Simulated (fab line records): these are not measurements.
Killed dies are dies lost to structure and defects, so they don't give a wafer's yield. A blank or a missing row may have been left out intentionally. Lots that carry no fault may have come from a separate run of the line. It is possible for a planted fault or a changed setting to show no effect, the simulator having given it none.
Which tool was responsible? -- flow berkeley_cmos170 -- 14 lots, 42 wafers sampled, at 3 steps of a route of 331

## WHAT THE GAUGES READ, wafer by wafer
UCB170_SILICIDE_RS_MEAS_02: a four-point-probe measurement.
lot,measured,on,SILICIDE_TI_RS (ohm/sq)
L344,day 6 12:17,film_metro-01,26.6 26.8 26.6
L345,day 7 01:08,film_metro-01,25.3 26.1 25.5
L346,day 7 12:02,film_metro-04,26.5 26.5 26.7
L347,day 8 01:31,film_metro-01,26.8 27.0 26.7
L348,day 8 02:07,film_metro-01,26.8 26.6 26.9
L351,day 8 11:28,film_metro-04,25.6 25.6 26.2
L354,day 8 19:19,film_metro-04,26.1 25.7 26.0
L352,day 8 19:38,film_metro-01,26.7 26.7 26.3
L357,day 9 22:49,film_metro-01,- - - - - -
L358,day 9 23:09,film_metro-01,- - - - - -
L363,day 10 12:59,film_metro-01,26.0 26.2 26.3
L362,day 10 13:25,film_metro-04,25.7 25.8 25.9
L364,day 10 15:44,film_metro-01,26.5 26.2 26.7
L366,day 11 13:11,film_metro-03,26.0 26.0 25.9

UCB170_SILICIDE_THK_MEAS_03: measures by xrf.
lot,measured,on,SILICIDE_TI_THK (nm)
L344,day 6 12:25,film_metro-01,29.4 29.3 29.7
L345,day 7 01:15,film_metro-01,31.1 30.3 30.9
L346,day 7 12:07,film_metro-04,29.6 29.6 29.2
L347,day 8 01:38,film_metro-01,29.5 29.4 29.6
L348,day 8 02:13,film_metro-01,29.5 29.6 29.5
L351,day 8 11:35,film_metro-04,30.3 30.2 29.8
L354,day 8 19:26,film_metro-04,29.8 30.3 29.9
L352,day 8 19:45,film_metro-01,29.5 29.6 29.9
L357,day 10 00:55,film_metro-01,<0.0 <0.0 <0.0 <0.0 <0.0 <0.0
L358,day 10 01:40,film_metro-01,<0.0 <0.0 <0.0 <0.0 <0.0 <0.0
L363,day 10 13:05,film_metro-01,30.3 29.9 29.7
L362,day 10 13:32,film_metro-04,30.3 30.2 29.9
L364,day 10 15:50,film_metro-01,29.7 30.1 29.4
L366,day 11 13:18,film_metro-03,30.1 30.0 30.1

## TOOL THAT RAN EACH LOT (tool first, then ch and the chambers of the sampled wafers, then the start)
lot,UCB170_SILICIDE_SPUTTER_01
L344,"pvd_sputter-02, day 6 12:14"
L345,"pvd_sputter-01, day 7 01:06"
L346,"pvd_sputter-01, day 7 11:56"
L347,"pvd_sputter-03, day 8 01:29"
L348,"pvd_sputter-02, day 8 02:04"
L351,"pvd_sputter-02, day 8 11:25"
L354,"pvd_sputter-01, day 8 19:17"
L352,"pvd_sputter-03, day 8 19:36"
L357,"pvd_sputter-03, day 9 22:47"
L358,"pvd_sputter-02, day 9 23:07"
L363,"pvd_sputter-03, day 10 12:56"
L362,"pvd_sputter-02, day 10 13:23"
L364,"pvd_sputter-03, day 10 15:40"
L366,"pvd_sputter-02, day 11 13:09"
- UCB170_SILICIDE_SPUTTER_01: material Ti, target thk 30 nm, time 25 s.

## AS READ BY THE TOOLS THEMSELVES (means over the sampled wafers that have a number; for cases with no such wafer, the mark the record gives instead)
UCB170_SILICIDE_SPUTTER_01.
lot,tool,cathode_dc_power_W (W),chamber_pressure_pa (Pa),throttle_valve_pct (%)
L344,pvd_sputter-02,1499.8,0.5004,31.1
L345,pvd_sputter-01,1500.2,0.4995,29.2
L346,pvd_sputter-01,1499.9,0.4999,29.6
L347,pvd_sputter-03,1499.9,0.4998,30.8
L348,pvd_sputter-02,1500.1,0.5000,30.2
L351,pvd_sputter-02,1499.5,0.4996,29.6
L354,pvd_sputter-01,1500.2,0.5004,29.0
L352,pvd_sputter-03,1500.1,0.5006,31.3
L357,pvd_sputter-03,-,-,-
L358,pvd_sputter-02,-,-,-
L363,pvd_sputter-03,1500.0,0.5013,28.8
L362,pvd_sputter-02,1499.9,0.5001,30.9
L364,pvd_sputter-03,1499.9,0.4998,28.7
L366,pvd_sputter-02,1499.9,0.5011,30.9

## THE ANSWER, worked out from the rows above alone
Rule: the usual values come from the lots themselves. Put in order of their means at a reading, lots are off if they are a third of the lots or fewer, leave a main group of 4 or more, and stand apart from it by a gap of 3 or more times the standard deviation of the main group's means; of several such gaps the widest counts. A main group is skipped when, at the precision printed for the reading in the tables above, its means are all equal. Also off: a lot with no number at a reading for which 4 or more lots have one. The other lots that the step has rows for count as sound. Order of review: gauges by route order, followed by the tools' own readings, for which a lot's mean as printed above is used. The first step at which some lot is off is used, and at that step the reading that is off furthest; a lot without a number counts as furthest.
Off: L357, L358, at UCB170_SILICIDE_RS_MEAS_02 (SILICIDE_TI_RS). Without a number there: L357, L358. The main group has a mean of 26.3 ohm/sq with a standard deviation of 0.41.
If a tool, at a process step before that reading, ran all the lots that are off and no sound lot after the first of them, it fits. Not tried: the gauges at UCB170_SILICIDE_RS_MEAS_02; whatever is off there is also off at UCB170_SILICIDE_SPUTTER_01, on other tools, and gauge error can't account for it. Not one of the candidates tried fits.

## WHAT THE SIMULATOR PUT IN
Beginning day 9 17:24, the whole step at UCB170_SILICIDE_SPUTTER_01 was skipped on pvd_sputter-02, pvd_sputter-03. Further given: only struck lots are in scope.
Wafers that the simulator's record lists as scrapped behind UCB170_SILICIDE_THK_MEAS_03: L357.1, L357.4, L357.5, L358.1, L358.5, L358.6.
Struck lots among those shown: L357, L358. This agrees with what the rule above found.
